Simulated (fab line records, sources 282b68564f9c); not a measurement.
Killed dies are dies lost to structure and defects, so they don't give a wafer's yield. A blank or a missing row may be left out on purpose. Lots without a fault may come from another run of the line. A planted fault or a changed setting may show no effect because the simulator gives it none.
A struck lot beside a sound one | flow rit_cmos | 19 steps out of a route of 202
Sound: wafers L794.4, L794.5, L794.6. Struck: wafers L803.2, L803.3, L803.4. The cause comes at the end.
At each step with rows: each side's tool, then ch and its chambers, then its first start. Under that, the readings that differ: sound wafers | struck wafers | difference of the means | sigmas: that difference in standard deviations of wafers without a fault.
alike: readings whose means differ by less than 2 such deviations, and words and numbers that are the same on both sides. not compared: withheld readings, readings that some wafer has no value for, bounds like >300 that may hide the same value, and numbers for which the record gives no deviation and whose values overlap.
The two part at a step that has a row with sigmas, a row that says differs or no value, or rows on one side only. Numbers that don't overlap but have no deviation are shown without sigmas and don't part them. A reading that every wafer of one side lacks parts them only if that side has two wafers or more.

first, 1 step without rows for these wafers: RIT_SILICIDE_WET_ETCH_00 (etches SiO2 in BOE, target depth 14 nm, time 15 s).
RIT_SILICIDE_SPUTTER_01: material Ti, target thk 30 nm, time 240 s.
  sound on pvd_sputter-04, day 3 18:24; struck on pvd_sputter-02, day 5 15:47
  alike: substrate_temp_c, throttle_valve_pct
RIT_SILICIDE_RS_MEAS_02: measures by four-point-probe.
  sound on film_metro-02, day 3 18:37; struck on film_metro-02, day 5 15:57
  alike: SILICIDE_TI_RS
RIT_SILICIDE_THK_MEAS_03: measures by xrf.
  sound on film_metro-02, day 3 18:42; struck on film_metro-02, day 5 16:04
  alike: SILICIDE_TI_THK
RIT_SILICIDE_RTA_04: time 10 s, ramp up 5 s, ramp down 5 s.
  sound on rtp_anneal-01 ch 0, day 3 18:46; struck on rtp_anneal-02 ch 0, day 5 16:07
  alike: wafer_temp_C_max
then, 1 step without rows for these wafers: RIT_SILICIDE_WET_ETCH_05 (etches Ti in SPM, time 120 s).
RIT_SILICIDE_RTA_06: time 10 s, ramp up 5 s, ramp down 10 s.
  sound on rtp_anneal-02 ch 0, day 3 18:52; struck on rtp_anneal-01 ch 0, day 5 16:14
  alike: wafer_temp_C_max
RIT_CONTACT_CVD_00: deposits SiO2 from TEOS, target thk 400 nm, time 61 s.
  sound on pecvd-04 ch 0,1,2, day 3 18:56; struck on pecvd-04 ch 0,2, day 5 16:21
  alike: heater_power_w
RIT_CONTACT_THK_MEAS_01:
  sound on film_metro-04, day 3 18:59; struck on film_metro-02, day 5 16:25
  alike: CONTACT_TEOS_THK
then, 3 steps without rows for these wafers: RIT_CONTACT_HMDS_02 (prime time 60 s); RIT_CONTACT_COAT_03 (resist thk 1000 nm); RIT_CONTACT_SOFTBAKE_04 (time 60 s).
RIT_CONTACT_EXPOSE_05: exposes mask M11, target cd 1000 nm.
  sound on iline_stepper-01 ch 0, day 3 19:37; struck on iline_stepper-02 ch 0, day 5 16:56
  reading                         | sound                | struck            | difference | sigmas
  model.CONTACT.overlay_x_nm (nm) | -1.718 -1.718 -1.718 | 75.84 75.84 75.84 | +77.56     |
  alike: mask
then, 2 steps without rows for these wafers: RIT_CONTACT_PEB_06; RIT_CONTACT_DEVELOP_07 (develop time 120 s).
RIT_CONTACT_CD_MEAS_08: target cd 1000 nm.
  sound on cd_sem-01, day 3 20:09; struck on cd_sem-01, day 5 17:27
  alike: cd_nm
RIT_CONTACT_OVL_MEAS_09:
  sound on overlay-01, day 3 20:14; struck on overlay-01, day 5 17:34
  reading          | sound          | struck         | difference | sigmas
  CONTACT_OVL (nm) | -1.3 -2.0 -2.8 | 73.5 73.4 74.8 | +75.9      | +51
then, 1 step without rows for these wafers: RIT_CONTACT_HARDBAKE_10 (time 60 s).
RIT_M1_PROBE_99:
  sound on prober-02, day 4 02:11; struck on prober-02, day 5 23:13
  reading                                    | sound             | struck            | difference | sigmas
  model.etest.contact_to_gate.bv_left_v (V)  | 89.65 88.5 90.11  | 128.2 128.4 124.2 | +37.5      |
  model.etest.contact_to_gate.bv_right_v (V) | 92.95 89.81 89.95 | 53.06 51.71 54.04 | -37.97     |
  alike: killed_at_M0_to_M3, killed_at_contacts, killed_at_front_end, killed_dies, killed_open, killed_short

WHERE THEY PART
Only at RIT_CONTACT_OVL_MEAS_09, within this record. Later steps at which nothing parts them and some readings are alike: RIT_M1_PROBE_99.

WHY: what the simulator had put in
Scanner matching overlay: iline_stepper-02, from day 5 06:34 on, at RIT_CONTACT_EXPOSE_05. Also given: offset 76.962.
